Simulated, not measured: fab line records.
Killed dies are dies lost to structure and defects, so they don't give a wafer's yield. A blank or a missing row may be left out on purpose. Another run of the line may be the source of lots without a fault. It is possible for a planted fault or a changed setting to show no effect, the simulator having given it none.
A lot that was struck, set against a sound lot || flow berkeley cmos170 || 31 steps out of a route of 331
Sound: the wafers L177.2, L177.3, L177.4. The struck wafers were L174.3, L174.4, L174.5. At the end, the cause is stated.
Each step with rows lists, per side, the tool, then ch with its chambers, then its first start. Under that, the readings that differ: sound wafers || struck wafers || difference of the means || sigmas: that difference in standard deviations of wafers without a fault.
alike: readings with means less than 2 such deviations apart, plus words and numbers identical on both sides. not compared: withheld readings, readings lacking a value on some wafer, bounds such as >300 that could conceal the same value, and numbers that have no deviation in the record and whose values overlap.
Wherever a step has rows on one side only, a row that says differs or no value, or a row with sigmas, the two part there. Non-overlapping numbers with no deviation appear without sigmas and do not part them. A reading missing from all wafers of one side parts the sides only when that side holds two or more wafers.

first, 1 step without rows for these wafers: UCB170_SDANNEAL_RTA_01 (time 5 s).
UCB170_SDANNEAL_RS_MEAS_02: measures by four-point-probe.
  sound on film metro-04 at day 8 12:25; struck on film metro-02 at day 8 11:53
  alike: PSD_RS
UCB170_SDANNEAL_RS_MEAS_03: measures by four-point-probe.
  sound on film metro-04 at day 8 12:32; struck on film metro-02 at day 8 12:01
  alike: NSD_RS
UCB170_SDANNEAL_RS_MEAS_04: measures by four-point-probe.
  sound on film metro-04 at day 8 12:40; struck on film metro-02 at day 8 12:08
  alike: PLDD_RS
UCB170_SDANNEAL_RS_MEAS_05: measures by four-point-probe.
  sound on film metro-04 at day 8 12:47; struck on film metro-02 at day 8 12:15
  alike: NLDD_RS
then, 1 step without rows for these wafers: UCB170_SILICIDE_PRE_CLEAN_00 (preclean etch time 60 s).
UCB170_SILICIDE_SPUTTER_01: material Ti, target thk 30 nm, time 25 s.
  sound on pvd sputter-01 at day 8 12:57; struck on pvd sputter-04 at day 8 12:24
  alike: throttle valve pct
UCB170_SILICIDE_RS_MEAS_02: measures by four-point-probe.
  sound on film metro-01 at day 8 13:00; struck on film metro-01 at day 8 12:28
  alike: SILICIDE_TI_RS
UCB170_SILICIDE_THK_MEAS_03: measures by xrf.
  sound on film metro-01 at day 8 13:07; struck on film metro-01 at day 8 12:34
  alike: SILICIDE_TI_THK
UCB170_SILICIDE_RTA_04: time 15 s.
  sound on rtp anneal-01 ch 0, day 8 13:10; struck on rtp anneal-02 ch 0, day 8 12:38
  alike: lamp power pct, wafer_temp_C_max
then, 2 steps without rows for these wafers: UCB170_SILICIDE_WET_ETCH_05 (etches Ti in SPM, time 45 s); UCB170_CONTACT_CLEAN_00 (cleans in SPM, time 600 s).
UCB170_CONTACT_CVD_01: deposits PSG from SiH4/O2/PH3, target thk 700 nm, time 2820 s.
  sound on lpcvd-01 ch 0, day 8 13:55; struck on lpcvd-01 ch 1, day 8 17:37
UCB170_CONTACT_THK_MEAS_02:
  sound on film metro-02 at day 8 15:43; struck on film metro-01 at day 8 20:19
{"reading": "CONTACT_PSG_THK (nm)", "sound": "711 711 717", "struck": "1401 1409 1398", "difference": "+690", "sigmas": "+87"}
then, 5 steps without rows for these wafers: UCB170_CONTACT_HMDS_03 (prime time 60 s); UCB170_CONTACT_COAT_04 (resist thk 900 nm); UCB170_CONTACT_SOFTBAKE_05 (time 60 s); UCB170_CONTACT_STRIP_06 (strips in O2); UCB170_CONTACT_CLEAN_07 (cleans in SPM, time 600 s).
UCB170_CONTACT_RTA_08: time 10 s.
  sound on rtp anneal-01 ch 0, day 8 16:30; struck on rtp anneal-02 ch 0, day 8 21:34
  alike: lamp power pct, wafer_temp_C_max
then, 6 steps without rows for these wafers: UCB170_CONTACT_COAT_09; UCB170_CONTACT_COAT_10 (resist thk 900 nm); UCB170_CONTACT_SOFTBAKE_11 (time 60 s); UCB170_CONTACT_EXPOSE_12 (exposes mask CONT, target cd 700 nm); UCB170_CONTACT_PEB_13; UCB170_CONTACT_DEVELOP_14 (develop time 45 s).
UCB170_CONTACT_CD_MEAS_15: target cd 700 nm.
  sound on cd sem-02 at day 8 17:53; struck on cd sem-02 at day 8 22:37
  alike: cd nm
UCB170_CONTACT_OVL_MEAS_16:
  sound on overlay-02 at day 8 17:59; struck on overlay-01 at day 8 22:43
  alike: CONTACT_OVL
UCB170_CONTACT_ETCH_17: etches BARC in N2/H2.
  sound on rie diel-03 ch 1,2,3, day 8 18:01; struck on rie diel-02 ch 1,3, day 8 22:44
  alike: drypump motor current A, oes product au, throttle valve pct
UCB170_CONTACT_ETCH_18: etches PSG in CHF3/CF4/Ar, stops on TiSi2, target depth 840 nm, time 195 s.
  sound on rie diel-03 ch 1,2,3; struck on rie diel-02 ch 1,3
{"reading": "oes product au (a.u.)", "sound": "0.895 0.909 0.941", "struck": "1.012 0.997 0.999", "difference": "+0.088", "sigmas": "+5"}
{"reading": "model.CONTACT.feature depth nm (nm)", "sound": "711.4 710.8 716.9", "struck": "854.7 846.2 847.5", "difference": "+136.4", "sigmas": ""}
{"reading": "model.etch.depth nm (nm)", "sound": "711.4 710.8 716.9", "struck": "854.7 846.2 847.5", "difference": "+136.4", "sigmas": ""}
  alike: drypump motor current A, throttle valve pct
  not compared: rf hours counter h
UCB170_CONTACT_STRIP_19: strips in O2.
  sound on plasma asher-02 ch 0,1, day 8 18:11; struck on plasma asher-03 ch 0,1, day 8 22:56
  alike: drypump motor current A, oes product au
  not compared: rf hours counter h

## WHERE THEY PART
At UCB170_CONTACT_THK_MEAS_02 first; at UCB170_CONTACT_ETCH_18 last (within this record only). Later steps at which nothing parts them and some readings are alike: UCB170_CONTACT_STRIP_19.

WHY: what had been put in by the simulator
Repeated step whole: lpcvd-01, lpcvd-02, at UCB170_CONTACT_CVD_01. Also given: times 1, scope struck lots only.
